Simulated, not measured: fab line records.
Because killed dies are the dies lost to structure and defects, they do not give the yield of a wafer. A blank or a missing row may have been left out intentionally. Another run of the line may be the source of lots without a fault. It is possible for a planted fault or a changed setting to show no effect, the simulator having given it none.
Check of tool commonality ; flow berkeley-cmos170 ; 39 wafers sampled across 13 lots

== REASON FOR OPENING ==
1 of 13 lots carry a flag on the reading GATE_POLY_THK at UCB170_GATE_THK_MEAS_05. Fault-free wafers read 213.4 nm, with a standard deviation of 2.1.
Rule: flag the lot when none of its wafers has a number, or when each of its wafers that has one lies beyond 4 standard deviations from that mean. The rest of the lots are taken to be sound.

lot;measured;on;GATE_POLY_THK (nm), wafer by wafer;flag
L937;day 7 09:08;film-metro-03;216.6 216.3 215.9;
L936;day 7 09:08;film-metro-02;211.0 211.2 211.6;
L940;day 8 12:49;film-metro-02;180.0 180.6 179.2;FLAGGED
L945;day 9 19:46;film-metro-01;211.7 213.0 213.1;
L946;day 9 19:46;film-metro-03;217.8 216.2 217.7;
L947;day 9 19:51;film-metro-03;214.3 212.1 213.8;
L949;day 10 07:02;film-metro-03;216.2 214.9 216.3;
L950;day 10 20:35;film-metro-02;212.0 210.5 211.7;
L953;day 10 20:38;film-metro-03;213.3 210.6 210.4;
L954;day 12 05:12;film-metro-01;214.2 213.6 215.0;
L957;day 12 05:13;film-metro-03;216.2 213.4 215.6;
L955;day 12 05:16;film-metro-03;213.6 211.7 212.3;
L958;day 13 02:58;film-metro-01;209.2 209.7 207.6;
The mean of the flagged lots' numbers is 179.9 nm, -33.5 nm from the usual (-16 standard deviations).

== WHICH TOOL EACH LOT WENT THROUGH ==
2 process steps preceding the reading are held in the record, out of 331 steps in the route. Cell contents, in order: the tool; ch with the chambers the sampled wafers went through; the start.
lot;flag;UCB170_ACTIVE_STRIP_16;UCB170_GATE_CVD_04
L937;;plasma-asher-03 ch 0,1, day 5 01:32;lpcvd-02 ch 1, day 7 07:43
L936;;plasma-asher-01 ch 0,1, day 5 01:01;lpcvd-02 ch 1, day 7 07:43
L940;FLAGGED;plasma-asher-03 ch 0,1, day 6 00:58;lpcvd-01 ch 0, day 8 11:25
L945;;plasma-asher-04 ch 0,1, day 7 00:58;lpcvd-02 ch 0, day 9 17:40
L946;;plasma-asher-03 ch 0,1, day 7 08:51;lpcvd-02 ch 1, day 9 17:40
L947;;plasma-asher-04 ch 0,1, day 7 09:12;lpcvd-02 ch 0, day 9 17:40
L949;;plasma-asher-01 ch 0,1, day 7 19:35;lpcvd-01 ch 1, day 10 05:38
L950;;plasma-asher-01 ch 0,1, day 8 03:09;lpcvd-01 ch 1, day 10 19:10
L953;;plasma-asher-04 ch 0,1, day 8 20:08;lpcvd-01 ch 1, day 10 19:10
L954;;plasma-asher-04 ch 0,1, day 9 06:52;lpcvd-01 ch 1, day 12 03:47
L957;;plasma-asher-04 ch 0,1, day 9 07:33;lpcvd-01 ch 1, day 12 03:47
L955;;plasma-asher-03 ch 0, day 9 07:11;lpcvd-01 ch 1, day 12 03:47
L958;;plasma-asher-04 ch 0, day 10 07:53;lpcvd-01 ch 1, day 13 01:30
What is done by these steps:
- UCB170_ACTIVE_STRIP_16: strips in O2.
- UCB170_GATE_CVD_04: deposits poly-Si from SiH4, time 1440 s, target thk 214 nm.
- UCB170_GATE_THK_MEAS_05

== FLAGGED AGAINST TOTAL, ONE TOOL AT A TIME (gauges that did the reading follow at the end) ==
step;tool;lots run;flagged;share of the flagged lots;sound lots run after its first flagged lot
UCB170_ACTIVE_STRIP_16;plasma-asher-01;3;0;none;-
UCB170_ACTIVE_STRIP_16;plasma-asher-03;4;1;all;2 (L946,L955)
UCB170_ACTIVE_STRIP_16;plasma-asher-04;6;0;none;-
UCB170_GATE_CVD_04;lpcvd-01;8;1;all;7 (L949,L950,L953,L954,L955,L957,L958)
UCB170_GATE_CVD_04;lpcvd-02;5;0;none;-
UCB170_GATE_THK_MEAS_05;film-metro-01;3;0;none;-
UCB170_GATE_THK_MEAS_05;film-metro-02;3;1;all;1 (L950)
UCB170_GATE_THK_MEAS_05;film-metro-03;7;0;none;-

== WHAT IS ALLOWED BY THE TABLE ==
In the table, 3 rows ran each flagged lot (plasma-asher-03 at UCB170_ACTIVE_STRIP_16; lpcvd-01 at UCB170_GATE_CVD_04; film-metro-02 at UCB170_GATE_THK_MEAS_05).
- plasma-asher-03 at UCB170_ACTIVE_STRIP_16 ran 4 lots, 1 of them flagged. Lots that were sound ran on it after the first flagged one (L946, L955); a persistent fault on the entire tool would not allow that.
- lpcvd-01 at UCB170_GATE_CVD_04 ran 8 lots, 1 of them flagged. Lots that were sound ran on it after the first flagged one (L949, L950, L953, L954, L955, L957, L958); a persistent fault on the entire tool would not allow that.
- film-metro-02 at UCB170_GATE_THK_MEAS_05 ran 3 lots, 1 of them flagged. Lots that were sound ran on it after the first flagged one (L950); a persistent fault on the entire tool would not allow that.
None of the table's rows ran every flagged lot and, after the first, no sound lot.

== WHAT HAD BEEN PUT IN BY THE SIMULATOR ==
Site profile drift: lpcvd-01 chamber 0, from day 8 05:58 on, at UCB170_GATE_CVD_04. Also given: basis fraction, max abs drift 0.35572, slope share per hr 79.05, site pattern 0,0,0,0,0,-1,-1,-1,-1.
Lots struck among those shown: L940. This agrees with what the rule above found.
